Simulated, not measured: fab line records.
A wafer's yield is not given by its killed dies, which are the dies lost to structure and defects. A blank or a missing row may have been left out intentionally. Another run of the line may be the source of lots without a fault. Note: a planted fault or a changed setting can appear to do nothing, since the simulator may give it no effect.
fab line records    flow berkeley_cmos170
record lots=7  wafers=21  last_day=11
route steps=331 shown PVT@118 GATE@125 FIELD@126
lots with no fault: from the same line, run without faults
start_h: hours from the record's opening day to when the first of the lot's shown wafers began    wait_h: hours since the lot's step before    " unchanged from the row above    L1.1+2: a row that stands for several wafers    - no value, or no start was given    * or withheld: withheld    < > ~ a bound
route shown NAME@n: a module of which the file shows steps, and the number in the route of the first    usual: mean and standard deviation over wafers with no fault    same: alike in all rows    chamber/n: place in a boat    sites: the reading at each site    _std_site: the standard deviation of these    _edge_site: the outer-site mean with the inner-site mean subtracted    radius_mm: for every site, how far away it sits from the centre of the wafer    mask NAME#n: copy n    behind: the tool/chamber that last shaped the wafer    hold: what put the lot on hold/how long, in hours/how the hold closed    device: which transistor (n, p or np) failed to switch    end of line: the route-end tests of the same wafers    a step without rows: its recipe alone    killed: not the wafer's yield, but the dies lost to structure and defects at the first sort    map: a wafer's dies, marking killed ones x, the rest . and places with no die _
set.NAME: setting as actually run; set.NAME@STEP: the setting as run at that earlier step    model.NAME: the simulator's own value behind a step, which no gauge read
a table for each step, a row for each wafer; lots at some steps of the route
services: a tool's chamber out of use, with start hour (start_h, from the record's first day; less than 0 if before it), hours out, and reason
## steps
# step UCB170_PVT_EXPOSE_03
# recipe mask_id=NWELL  target_cd_nm=3000  na=0.5  sigma_outer=0.6  source_shape=conventional  dose_mj=30
# step UCB170_PVT_PEB_04
# recipe peb_temp_c=130  peb_time_s=withheld  resist=KrF
# step UCB170_PVT_DEVELOP_05
# recipe developer=TMAH  develop_time_s=45  resist=KrF  dev_temp_c=21
# step UCB170_PVT_OVL_MEAS_06
# usual PVT_OVL=-1/5.3
lot.wafer  tool        chamber  start_h  wait_h  PVT_OVL[nm]
L930.2     overlay-01  -        135.15   -       -6
L930.3     "           -        "        "       -5
L930.5     "           -        "        "       0
L933.1     overlay-01  -        150.44   -       5
L933.3     "           -        "        "       4
L933.5     "           -        "        "       2
L943.1     overlay-01  -        190.05   -       -4
L943.2     "           -        "        "       -7
L943.4     "           -        "        "       2
L942.2     overlay-01  -        190.32   -       -3
L942.4     "           -        "        "       7
L942.6     "           -        "        "       -7
L941.1     overlay-02  -        190.60   -       2
L941.2     "           -        "        "       10
L941.3     "           -        "        "       6
L946.1     overlay-02  -        216.09   -       -4
L946.2     "           -        "        "       -3
L946.5     "           -        "        "       -4
L948.1     overlay-02  -        219.05   -       -3
L948.3     "           -        "        "       -2
L948.6     "           -        "        "       0
# step UCB170_PVT_IMPLANT_07
# recipe species=P  dose_cm2=2e+12  energy_kev=30  tilt_deg=7
# step UCB170_PVT_STRIP_08
# recipe chemistry=O2  power_w=400  pressure_mtorr=3500  platen_temp_c=withheld  o2_flow_sccm=400  overash_fraction=0.5
# usual chamber_pressure_mTorr=3500/3.1  drypump_motor_current_A=5.6/0.5  oes_product_au=0.734/0.0048  strip_time_to_endpoint_s=21.63/0.053
# same overash_fraction=0.5
lot.wafer  tool             chamber  start_h  wait_h  chamber_pressure_mTorr  drypump_motor_current_A  oes_product_au  rf_hours_counter_h  strip_time_to_endpoint_s
L930.2     plasma_asher-04  1        135.33   0.1     3508                    5.3                      0.738           43                  21.69
L930.3     "                1        "        "       3504                    5.3                      0.730           -                   21.60
L930.5     "                1        "        "       3504                    5.3                      0.733           -                   21.69
L933.1     plasma_asher-04  0        150.63   0.1     3502                    4.6                      0.725           45                  21.66
L933.3     "                0        "        "       3500                    4.7                      0.737           -                   21.65
L933.5     "                0        "        "       3499                    4.6                      0.724           -                   21.65
L943.1     plasma_asher-04  0        190.23   0.1     3500                    4.6                      0.734           49                  21.66
L943.2     "                1        "        "       3504                    5.3                      0.741           49                  21.63
L943.4     "                0        "        "       3501                    4.6                      0.737           -                   21.63
L942.2     plasma_asher-04  0        190.50   0.1     3503                    4.6                      0.735           49                  21.60
L942.4     "                1        "        "       3502                    5.3                      0.736           -                   21.61
L942.6     "                0        "        "       3499                    4.6                      0.735           -                   21.62
L941.1     plasma_asher-03  0        190.78   0.1     3498                    6.1                      0.734           40                  21.51
L941.2     "                1        "        "       3500                    5.6                      0.734           40                  21.57
L941.3     "                1        "        "       3501                    5.7                      0.733           -                   21.59
L946.1     plasma_asher-04  0        216.27   0.1     3499                    4.6                      0.740           52                  21.64
L946.2     "                1        "        "       3501                    5.3                      0.736           52                  21.58
L946.5     "                0        "        "       3502                    4.7                      0.742           -                   21.60
L948.1     plasma_asher-04  0        219.24   0.1     3501                    4.6                      0.728           53                  21.62
L948.3     "                1        "        "       3500                    5.3                      0.732           -                   21.62
L948.6     "                1        "        "       3497                    5.3                      0.737           -                   21.57
# step UCB170_PVT_TW_MEAS_09
# usual PVT_TW=506/4
lot.wafer  tool           chamber  start_h  wait_h  PVT_TW
L930.2     film_metro-03  -        135.49   0.1     509
L930.3     "              -        "        "       507
L930.5     "              -        "        "       505
L933.1     film_metro-04  -        150.77   0.1     510
L933.3     "              -        "        "       505
L933.5     "              -        "        "       507
L943.1     film_metro-01  -        190.33   0.1     506
L943.2     "              -        "        "       503
L943.4     "              -        "        "       503
L942.2     film_metro-04  -        190.61   0.1     511
L942.4     "              -        "        "       511
L942.6     "              -        "        "       512
L941.1     film_metro-03  -        190.88   0.1     504
L941.2     "              -        "        "       505
L941.3     "              -        "        "       507
L946.1     film_metro-03  -        216.37   0.1     510
L946.2     "              -        "        "       506
L946.5     "              -        "        "       511
L948.1     film_metro-04  -        219.36   0.1     509
L948.3     "              -        "        "       511
L948.6     "              -        "        "       510
# step UCB170_GATE_WET_ETCH_00
# recipe chemistry=dHF  dilution=25:1  target=SiO2  temp_c=25  time_s=200
# step UCB170_FIELD_THK_MEAS_91
# recipe reads=SiO2_of_FIELD_OXIDATION_01
# usual FIELD_OXIDE_LEFT_2_THK=353/8.2
lot.wafer  tool           chamber  start_h  wait_h  FIELD_OXIDE_LEFT_2_THK[nm]
L930.2     film_metro-03  -        135.63   0.0     349
L930.3     "              -        "        "       344
L930.5     "              -        "        "       344
L933.1     film_metro-01  -        151.04   0.0     348
L933.3     "              -        "        "       346
L933.5     "              -        "        "       352
L943.1     film_metro-03  -        190.46   0.0     370
L943.2     "              -        "        "       357
L943.4     "              -        "        "       375
L942.2     film_metro-01  -        190.73   0.0     353
L942.4     "              -        "        "       346
L942.6     "              -        "        "       345
L941.1     film_metro-01  -        191.01   0.0     356
L941.2     "              -        "        "       352
L941.3     "              -        "        "       359
L946.1     film_metro-01  -        216.51   0.0     357
L946.2     "              -        "        "       362
L946.5     "              -        "        "       357
L948.1     film_metro-04  -        219.49   0.0     362
L948.3     "              -        "        "       357
L948.6     "              -        "        "       360
# step UCB170_GATE_OXIDATION_01
# recipe temp_c=850  ambient=O2  target_thk_a=66  ox_time_s=1800
# step UCB170_GATE_THK_MEAS_02
# recipe reads=SiO2_of_GATE_OXIDATION_01
# usual GATE_OXIDE_THK=6.58/0.15
lot.wafer  tool           chamber  start_h  wait_h  GATE_OXIDE_THK[nm]
L930.2     film_metro-04  -        139.61   0.1     6.69
L930.3     "              -        "        "       6.78
L930.5     "              -        "        "       6.61
L933.1     film_metro-03  -        156.05   0.0     6.76
L933.3     "              -        "        "       6.51
L933.5     "              -        "        "       6.66
L941.1     film_metro-03  -        194.81   0.0     6.27
L941.2     "              -        "        "       6.32
L941.3     "              -        "        "       6.24
L942.2     film_metro-04  -        194.82   0.1     6.63
L942.4     "              -        "        "       6.60
L942.6     "              -        "        "       6.62
L943.1     film_metro-02  -        194.83   0.1     6.48
L943.2     "              -        "        "       6.40
L943.4     "              -        "        "       6.40
L946.1     film_metro-02  -        220.44   0.0     6.49
L946.2     "              -        "        "       6.45
L946.5     "              -        "        "       6.48
L948.1     film_metro-03  -        221.94   0.0     6.34
L948.3     "              -        "        "       6.55
L948.6     "              -        "        "       6.49
# step UCB170_GATE_ANNEAL_03
# recipe temp_c=900  time_s=1800  ambient=N2
# step UCB170_GATE_CVD_04
# recipe material=poly-Si  temp_c=610  precursor=SiH4  time_s=1440  pressure_mtorr=375  target_thk_nm=214  sih4_flow_sccm=120
lot.wafer  tool      chamber  start_h  wait_h  model.poly-Si_of_GATE_CVD_04.thk_nm
L930.2     lpcvd-02  0        146.26   1.7     216.5
L930.3     "         0        "        "       216.2
L930.5     "         0        "        "       215.5
L933.1     lpcvd-01  0        159.82   0.0     212.3
L933.3     "         0        "        "       214.3
L933.5     "         0        "        "       211.8
L941.1+3   lpcvd-02  0        200.94   1.4     360
L941.2     "         0        "        "       360.1
L942.2     lpcvd-02  0        200.94   1.4     358.6
L942.4     "         0        "        "       358.4
L942.6     "         0        "        "       359
L943.1     lpcvd-02  0        200.94   1.4     359.6
L943.2     "         0        "        "       360
L943.4     "         0        "        "       360.8
L946.1     lpcvd-01  1        226.62   1.6     211.1
L946.2     "         1        "        "       210.4
L946.5     "         1        "        "       210.8
L948.1     lpcvd-01  0        226.62   1.6     215.6
L948.3     "         0        "        "       214.1
L948.6     "         0        "        "       215.2
# step UCB170_GATE_THK_MEAS_05
# recipe reads=poly-Si_of_GATE_CVD_04
# usual GATE_POLY_THK=214.2/2
lot.wafer  tool           chamber  start_h  wait_h  GATE_POLY_THK[nm]
L930.2     film_metro-04  -        147.73   0.1     216.6
L930.3     "              -        "        "       216.3
L930.5     "              -        "        "       215.6
L933.1     film_metro-04  -        161.22   0.0     212.2
L933.3     "              -        "        "       214.2
L933.5     "              -        "        "       211.7
L941.1     film_metro-03  -        202.34   0.0     360.0
L941.2     "              -        "        "       360.2
L941.3     "              -        "        "       360.2
L942.2     film_metro-04  -        202.35   0.0     358.7
L942.4     "              -        "        "       358.3
L942.6     "              -        "        "       359.2
L943.1     film_metro-02  -        202.40   0.1     359.7
L943.2     "              -        "        "       360.0
L943.4     "              -        "        "       360.9
L946.1     film_metro-04  -        228.08   0.1     211.2
L946.2     "              -        "        "       210.6
L946.5     "              -        "        "       210.7
L948.1     film_metro-04  -        228.14   0.1     215.7
L948.3     "              -        "        "       214.1
L948.6     "              -        "        "       215.2
# step UCB170_GATE_COAT_06
# recipe resist=BARC  temp_c=withheld  time_s=withheld  spin_rpm=3000  resist_thk_nm=withheld
# step UCB170_GATE_COAT_07
# recipe resist=KrF  spin_rpm=1500  resist_thk_nm=900
# step UCB170_GATE_SOFTBAKE_08
# recipe resist=KrF  temp_c=130  time_s=59.19
# step UCB170_GATE_EXPOSE_09
# recipe mask_id=POLY  target_cd_nm=350  na=0.5  sigma_outer=0.6  source_shape=conventional  dose_mj=21
# step UCB170_GATE_PEB_10
# recipe peb_temp_c=130  peb_time_s=withheld  resist=KrF
# step UCB170_GATE_DEVELOP_11
# recipe developer=TMAH  develop_time_s=45  resist=KrF  dev_temp_c=21
# step UCB170_GATE_CD_MEAS_12
# recipe target_cd_nm=350
# usual cd_nm=350.4/1.3
lot.wafer  tool       chamber  start_h  wait_h  cd_nm
L930.2     cd_sem-02  -        149.91   -       349.6
L930.3     "          -        "        "       350.3
L930.5     "          -        "        "       351.2
L933.1     cd_sem-02  -        163.40   -       350.0
L933.3     "          -        "        "       350.2
L933.5     "          -        "        "       350.4
L941.1     cd_sem-01  -        203.51   -       350.5
L941.2     "          -        "        "       350.6
L941.3     "          -        "        "       350.1
L942.2     cd_sem-01  -        203.77   -       350.1
L942.4     "          -        "        "       350.4
L942.6     "          -        "        "       352.3
L943.1     cd_sem-01  -        204.11   -       350.9
L943.2     "          -        "        "       350.7
L943.4     "          -        "        "       350.4
L946.1     cd_sem-01  -        229.85   -       350.1
L946.2     "          -        "        "       350.4
L946.5     "          -        "        "       350.7
L948.1     cd_sem-02  -        230.12   -       351.4
L948.3     "          -        "        "       351.1
L948.6     "          -        "        "       351.7
# step UCB170_GATE_OVL_MEAS_13
# usual GATE_OVL=-3/6.1
lot.wafer  tool        chamber  start_h  wait_h  GATE_OVL[nm]
L930.2     overlay-02  -        150.02   0.1     4
L930.3     "           -        "        "       6
L930.5     "           -        "        "       -5
L933.1     overlay-02  -        163.52   0.1     -6
L933.3     "           -        "        "       9
L933.5     "           -        "        "       10
L941.1     overlay-01  -        203.63   0.1     -4
L941.2     "           -        "        "       -7
L941.3     "           -        "        "       -5
L942.2     overlay-02  -        203.88   0.1     -2
L942.4     "           -        "        "       1
L942.6     "           -        "        "       -5
L943.1     overlay-02  -        204.23   0.1     -9
L943.2     "           -        "        "       -14
L943.4     "           -        "        "       -6
L946.1     overlay-01  -        229.97   0.1     -2
L946.2     "           -        "        "       -7
L946.5     "           -        "        "       -4
L948.1     overlay-01  -        230.24   0.1     -2
L948.3     "           -        "        "       -13
L948.6     "           -        "        "       -2
# step UCB170_GATE_ETCH_14
# recipe chemistry=N2/H2  target_depth_a=withheld  overetch_a=withheld  target=BARC  time_s=withheld  source_w=500  bias_w=100  pressure_mtorr=30  n2_flow_sccm=100  h2_flow_sccm=200
# usual chamber_pressure_mTorr=29.998/0.027  drypump_motor_current_A=6.0/0.44  n2_flow_sccm=100.0/0.32  oes_product_au=1.008/0.016  throttle_valve_pct=13.35/0.21
lot.wafer  tool         chamber  start_h  wait_h  chamber_pressure_mTorr  drypump_motor_current_A  n2_flow_sccm  oes_product_au  throttle_valve_pct
L930.2     rie_diel-01  1        150.05   0.0     30.015                  5.3                      99.8          0.973           13.22
L930.3     "            2        "        "       30.016                  5.9                      99.6          1.012           13.54
L930.5     "            1        "        "       29.949                  5.3                      99.7          0.973           13.22
L933.1     rie_diel-02  0        163.56   0.0     29.973                  5.9                      100.2         1.000           13.49
L933.3     "            2        "        "       30.040                  6.1                      100.8         1.023           13.61
L933.5     "            1        "        "       29.999                  6.4                      99.8          1.031           13.28
L941.1     rie_diel-01  0        203.67   0.0     30.037                  6.0                      99.8          0.999           13.17
L941.2     "            1        "        "       29.999                  5.3                      100.5         0.974           13.23
L941.3     "            2        "        "       29.992                  5.8                      99.5          1.007           13.53
L942.2     rie_diel-03  0        203.91   0.0     29.984                  6.3                      100.1         1.005           13.40
L942.4     "            1        "        "       29.976                  5.2                      100.1         1.024           13.62
L942.6     "            2        "        "       30.015                  6.7                      99.6          1.018           13.59
L943.1     rie_diel-02  1        204.27   0.0     30.007                  6.4                      100.2         1.027           13.28
L943.2     "            0        "        "       29.999                  5.9                      99.7          0.998           13.50
L943.4     "            3        "        "       30.005                  6.5                      100.0         1.002           13.31
L946.1     rie_diel-01  3        230.01   0.0     30.045                  6.5                      99.9          1.028           13.39
L946.2     "            0        "        "       30.013                  6.0                      99.6          0.993           13.17
L946.5     "            2        "        "       30.021                  5.8                      100.4         1.012           13.53
L948.1     rie_diel-02  1        230.27   0.0     30.018                  6.4                      100.2         1.026           13.28
L948.3     "            2        "        "       30.004                  6.1                      100.3         1.016           13.62
L948.6     "            0        "        "       30.006                  5.8                      100.5         0.990           13.49
# step UCB170_GATE_ETCH_15
# recipe chemistry=HBr/Cl2  target=poly-Si  stop_on=SiO2  over_etch_frac=0.3  icp_w=300  bias_w=150  time_s=56.3  pressure_mtorr=15  HBr_flow_sccm=150  Cl2_flow_sccm=50  target_depth_a=2782
# usual HBr_flow_sccm=150.0/0.46  chamber_pressure_mTorr=14.999/0.015  drypump_motor_current_A=5.5/0.39  oes_product_au=0.828/0.016  throttle_valve_pct=26.51/0.2
lot.wafer  tool       chamber  start_h  wait_h  HBr_flow_sccm  chamber_pressure_mTorr  drypump_motor_current_A  oes_product_au  rf_hours_counter_h  throttle_valve_pct  model.etch.depth_nm  model.GATE.feature_depth_nm
L930.2     rie_si-01  3        150.09   -       149.8          15.001                  5.0                      0.852           46                  26.36               216.5                216.5
L930.3     "          1        "        "       150.2          14.997                  5.6                      0.817           111                 26.33               216.2                216.2
L930.5     "          2        "        "       150.2          14.996                  5.2                      0.844           -                   26.35               215.5                215.5
L933.1     rie_si-01  3        163.60   -       150.7          15.005                  5.0                      0.835           46                  26.39               212.3                212.4
L933.3     "          0        "        "       150.7          15.024                  6.0                      0.843           1                   26.94               214.3                214.3
L933.5     "          3        "        "       150.3          14.989                  5.0                      0.837           -                   26.39               211.8                211.8
L941.1     rie_si-01  2        203.71   -       149.9          15.012                  5.2                      0.988           104                 26.34               270.9                270.9
L941.2     "          0        "        "       150.4          14.971                  6.0                      1.000           1                   26.93               273.1                273.1
L941.3     "          3        "        "       150.0          14.964                  5.0                      1.005           46                  26.39               274.9                274.9
L942.2     rie_si-02  3        203.95   -       150.1          14.989                  4.8                      0.964           86                  26.63               275.3                275.3
L942.4     "          0        "        "       150.2          14.980                  5.5                      0.969           79                  26.64               277                  277
L942.6     "          3        "        "       150.6          14.999                  4.9                      0.962           -                   26.64               273.5                273.5
L943.1     rie_si-01  0        204.31   -       149.9          15.022                  6.0                      1.011           1                   26.93               278                  278
L943.2     "          3        "        "       149.6          15.010                  5.0                      1.012           46                  26.40               279.7                279.7
L943.4     "          1        "        "       149.7          15.001                  5.5                      0.975           111                 26.34               277.1                277.1
L946.1     rie_si-02  1        230.05   -       150.1          15.018                  5.7                      0.820           1                   26.37               211.1                211.2
L946.2     "          3        "        "       150.2          14.989                  4.8                      0.801           86                  26.63               210.4                210.4
L946.5     "          0        "        "       149.2          14.983                  5.5                      0.795           -                   26.63               210.8                210.8
L948.1     rie_si-01  3        230.32   -       150.2          14.982                  5.0                      0.850           46                  26.38               215.6                215.7
L948.3     "          2        "        "       149.5          14.992                  5.2                      0.841           104                 26.36               214.1                214.1
L948.6     "          3        "        "       150.5          15.011                  5.0                      0.842           -                   26.38               215.2                215.3
# step UCB170_GATE_STRIP_16
# recipe chemistry=O2  power_w=400  pressure_mtorr=3500  platen_temp_c=withheld  o2_flow_sccm=400  overash_fraction=0.5
# usual chamber_pressure_mTorr=3500/3.4  drypump_motor_current_A=5.7/0.54  oes_product_au=0.724/0.0044
# same overash_fraction=0.5
lot.wafer  tool             chamber  start_h  wait_h  chamber_pressure_mTorr  drypump_motor_current_A  oes_product_au  rf_hours_counter_h  model.poly-Si_of_GATE_CVD_04.thk_nm
L930.2     plasma_asher-01  1        150.14   0.0     3494                    6.1                      0.721           44                  216.2
L930.3     "                0        "        "       3497                    5.7                      0.726           -                   215.8
L930.5     "                1        "        "       3501                    6.1                      0.727           -                   215.1
L933.1     plasma_asher-02  1        163.65   0.0     3496                    6.3                      0.719           6                   212
L933.3     "                1        "        "       3503                    6.2                      0.725           -                   213.9
L933.5     "                1        "        "       3501                    6.2                      0.725           -                   211.5
L941.1     plasma_asher-04  0        203.76   0.0     3496                    4.6                      0.729           51                  359.6
L941.2     "                1        "        "       3498                    5.2                      0.724           51                  359.8
L941.3     "                0        "        "       3502                    4.6                      0.723           -                   359.7
L942.2     plasma_asher-02  0        204.00   0.0     3499                    5.8                      0.725           10                  358.3
L942.4     "                1        "        "       3506                    6.2                      0.729           -                   358.1
L942.6     "                1        "        "       3500                    6.3                      0.723           -                   358.6
L943.1     plasma_asher-04  0        204.36   0.0     3502                    4.6                      0.729           51                  359.2
L943.2     "                1        "        "       3499                    5.2                      0.725           51                  359.7
L943.4     "                1        "        "       3505                    5.3                      0.724           -                   360.4
L946.1     plasma_asher-02  0        230.10   0.0     3497                    5.8                      0.716           14                  210.8
L946.2     "                1        "        "       3500                    6.2                      0.726           14                  210
L946.5     "                1        "        "       3500                    6.3                      0.719           -                   210.4
L948.1     plasma_asher-04  0        230.36   0.0     3503                    4.6                      0.724           54                  215.3
L948.3     "                1        "        "       3505                    5.3                      0.723           -                   213.8
L948.6     "                0        "        "       3503                    4.6                      0.718           -                   214.9
# step UCB170_GATE_CD_MEAS_90
# recipe target_cd_nm=350
# usual cd_nm=350.2/1.3
lot.wafer  tool       chamber  start_h  wait_h  cd_nm
L930.2     cd_sem-01  -        150.26   0.1     349.5
L930.3     "          -        "        "       349.8
L930.5     "          -        "        "       350.5
L933.1     cd_sem-02  -        163.80   0.1     350.0
L933.3     "          -        "        "       349.6
L933.5     "          -        "        "       350.5
L941.1     cd_sem-01  -        203.99   0.2     351.0
L941.2     "          -        "        "       350.4
L941.3     "          -        "        "       349.9
L942.2     cd_sem-01  -        204.25   0.2     350.1
L942.4     "          -        "        "       350.6
L942.6     "          -        "        "       351.9
L943.1     cd_sem-01  -        204.48   0.1     351.2
L943.2     "          -        "        "       351.3
L943.4     "          -        "        "       350.7
L946.1     cd_sem-02  -        230.24   0.1     349.2
L946.2     "          -        "        "       351.2
L946.5     "          -        "        "       350.4
L948.1     cd_sem-02  -        230.60   0.2     351.6
L948.3     "          -        "        "       350.8
L948.6     "          -        "        "       351.7
## services
tool             chamber  start_h  hours  kind
plasma_asher-02  0        117.75   -      clean
plasma_asher-02  1        117.75   -      clean
rie_diel-01      3        120.03   9.3    repair
rie_si-01        1        126.84   10.1   repair
rie_diel-03      2        127.06   6.4    repair
rie_si-01        0        135.95   13.2   repair
rie_diel-03      3        138.22   5.9    repair
plasma_asher-01  -        148.51   0.3    repair
rie_diel-03      2        149.25   5.5    repair
rie_diel-03      0        152.20   10.0   repair
rie_diel-01      2        155.15   9.8    repair
rie_diel-01      3        172.85   21.7   repair
plasma_asher-04  -        174.07   3.2    repair
rie_diel-03      0        190.45   -      clean
rie_diel-03      0        190.45   11.7   scheduled_down
rie_diel-03      0        190.45   11.7   vent_cycle
lpcvd-01         -        198.36   6.1    pm
plasma_asher-01  -        203.56   14.3   repair
rie_diel-03      -        207.88   3.7    repair
rie_si-01        1        209.43   -      clean
rie_si-01        1        209.43   16.2   scheduled_down
rie_si-01        1        209.43   16.2   vent_cycle
rie_si-01        -        216.00   2.8    pm
## key
first_sign step=UCB170_GATE_THK_MEAS_05  reading=GATE_POLY_THK  direction=up  sigmas=74  usual=214.2  struck=359.7
effect step=UCB170_GATE_ETCH_15  reading=oes_product_au  direction=up  sigmas=10  usual=0.828  struck=0.987
model_effect step=UCB170_GATE_CVD_04  value=poly-Si_of_GATE_CVD_04.thk_nm  without=215.1  struck=359.6
model_effect step=UCB170_GATE_ETCH_15  value=etch.depth_nm  without=215.1  struck=275.5
model_effect step=UCB170_GATE_STRIP_16  value=poly-Si_of_GATE_CVD_04.thk_nm  without=214.7  struck=359.3
met_at UCB170_GATE_CVD_04
struck_wafers L941.1,L941.2,L941.3,L942.2,L942.4,L942.6,L943.1,L943.2,L943.4
later_rows_left_out L941.1,L941.2,L941.3,L942.2,L942.4,L942.6,L943.1,L943.2,L943.4
sort_left_out L941.1,L941.2,L941.3,L942.2,L942.4,L942.6,L943.1,L943.2,L943.4
tester_left_out L941,L942,L943
onset_between 146.26 200.94
fault kind=process_parameter_drift  tool=lpcvd-02  chamber=-  onset_h=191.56  steps=UCB170_GATE_CVD_04  channel=target_thk_nm  offset=144.53  shape=step  end_h=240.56  acts_in=these_recipes_only  stated=214
# tester_left_out: of these lots the tester's yield and bins aren't shown, on N5 and GAA mostly nor the transistor test; their killed dies are dies lost to structure and defects alone, not to doping, threshold or leakage, so they don't give the yield
# sort_left_out: the simulated sort isn't trusted on such a fault, so these wafers' sort isn't shown, and their yield isn't known
# later_rows_left_out: the simulator's readings of these wafers behind a module that went badly wrong aren't trusted and aren't shown, but for the sort
